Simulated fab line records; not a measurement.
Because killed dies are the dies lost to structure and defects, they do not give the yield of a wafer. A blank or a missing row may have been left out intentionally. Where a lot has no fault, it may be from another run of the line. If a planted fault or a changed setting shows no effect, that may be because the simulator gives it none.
Problem report in the 8D (eight disciplines) form, filled by code ; flow berkeley_cmos170 ; the parts of the form that need people (team, actions taken, sign-off) are left out

1. THE PROBLEM
Wafers with no fault read 699.5 nm with a standard deviation of 1.6, whereas cd_nm at UCB170_V1_CD_MEAS_90 reads a mean of 710.0 nm on 1 wafer of 1 lot. That is +6.6 standard deviations from the usual mean.
The step: target cd 700 nm.
Earliest sighting: wafer L633.6 on cd_sem-02 at day 11 03:17. At this step, 38 wafers from 13 lots have a number in the record. Rule for "out" (also "out of limits"): further than 4 standard deviations from the usual mean. The rest of the wafers with a number are treated as sound.

2. WHAT IT IS AND WHAT IT IS NOT
question;is;is not
which readings at this step;cd_nm;-
which lots;L633;L620, L621, L622, L623, L624, L625, L626, L627, L632, L639, L642, L643
which wafers of those lots;L633.6;L633.3
read on which gauges;cd_sem-02;cd_sem-01
when;from day 11 03:17;"up to then (25 sound wafers); but 12 sound wafers of L632, L639, L642, L643 came after"

3. THE SUSPECTS, EACH WITH WHAT RULES IT OUT
Counting: a tool at a process step up to the reading stays a suspect if it ran every lot that is out. Sound lots after the first of them don't rule it out here, since some wafers of a struck lot are sound.
- ruled out: the gauge at UCB170_V1_CD_MEAS_90. All the wafers that are out were read on cd_sem-02, but those of them that UCB170_V1_ETCH_14 has rows for are out there too, on other tools.
- rie_diel-01 at UCB170_V1_ETCH_14 (etches SiO2 in CHF3/CF4/Ar, stops on Al, target depth 1250 nm, time 291 s): kept. L633, the lot that is out, went through it at day 11 02:59; up to then, the latest sound lot through it was L627 at day 10 02:08. Its own rf_fwd_power_W readings are out on those wafers.
- plasma_asher-02 at UCB170_V1_STRIP_15 (strips in O2): kept. L633, the lot that is out, went through it at day 11 03:11; up to then, the latest sound lot through it was L624 at day 9 15:58. Its own strip_time_to_endpoint_s readings are out on those wafers.
- At UCB170_V1_ETCH_14 on rie_diel-01, chamber 0 took the sound wafers of the same lots and chamber 3 took the wafers that are out.
- At UCB170_V1_STRIP_15 on plasma_asher-02, chamber 0 took the sound wafers of the same lots and chamber 1 took the wafers that are out.
What counting leaves: rie_diel-01 at UCB170_V1_ETCH_14 and plasma_asher-02 at UCB170_V1_STRIP_15.

4. THE CAUSE (what the simulator had put in)
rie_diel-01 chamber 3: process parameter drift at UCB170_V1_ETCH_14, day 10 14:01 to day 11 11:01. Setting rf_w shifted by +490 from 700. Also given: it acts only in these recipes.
Counting leaves 2 suspects; this tool is one of them.

5. SEQUENCE OF EFFECTS, ordered by route
Each row: a reading where the mean over the struck wafers with a number is more than 3 standard deviations away from the usual. Only readings for which the record gives a usual standard deviation are gone through. hours: the time from each lot's start at the first step in this table that gives one to its start at this step, as a median over the lots. sigmas: the change in usual standard deviations.
hours;step;reading;usual;on struck wafers;change;sigmas
0;UCB170_V1_ETCH_14;rf_fwd_power_W;697.8 W;1186.1;+488.3;+99 or more
0;UCB170_V1_STRIP_15;strip_time_to_endpoint_s;15.33 s;13.34;-1.99;-20
0;UCB170_V1_CD_MEAS_90;cd_nm;699.5 nm;710.0;+10.5;+6.6
11;UCB170_M3_PROBE_99;killed_at_M0_to_M3;0.9;4.0;+3.1;+3.3
The process steps in it:
- UCB170_V1_ETCH_14: etches SiO2 in CHF3/CF4/Ar, stops on Al, target depth 1250 nm, time 291 s.
- UCB170_V1_STRIP_15: strips in O2.
- UCB170_M3_PROBE_99

6. WHAT WOULD HAVE CAUGHT IT SOONER
In this record the first reading out of limits at a measuring or inspecting step was taken at day 11 03:17, 13 hours after the fault began at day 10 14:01.
At UCB170_V1_ETCH_14, the tool's own readings (rf_fwd_power_W) were out on each struck wafer the step has a row for, so an alarm limit on them would have fired on the first such wafer.
Each of the lots that are out, 1 in all, had begun UCB170_V1_ETCH_14 on rie_diel-01 no later than day 11 03:17. A hold on the tool at that time would have spared none of them.
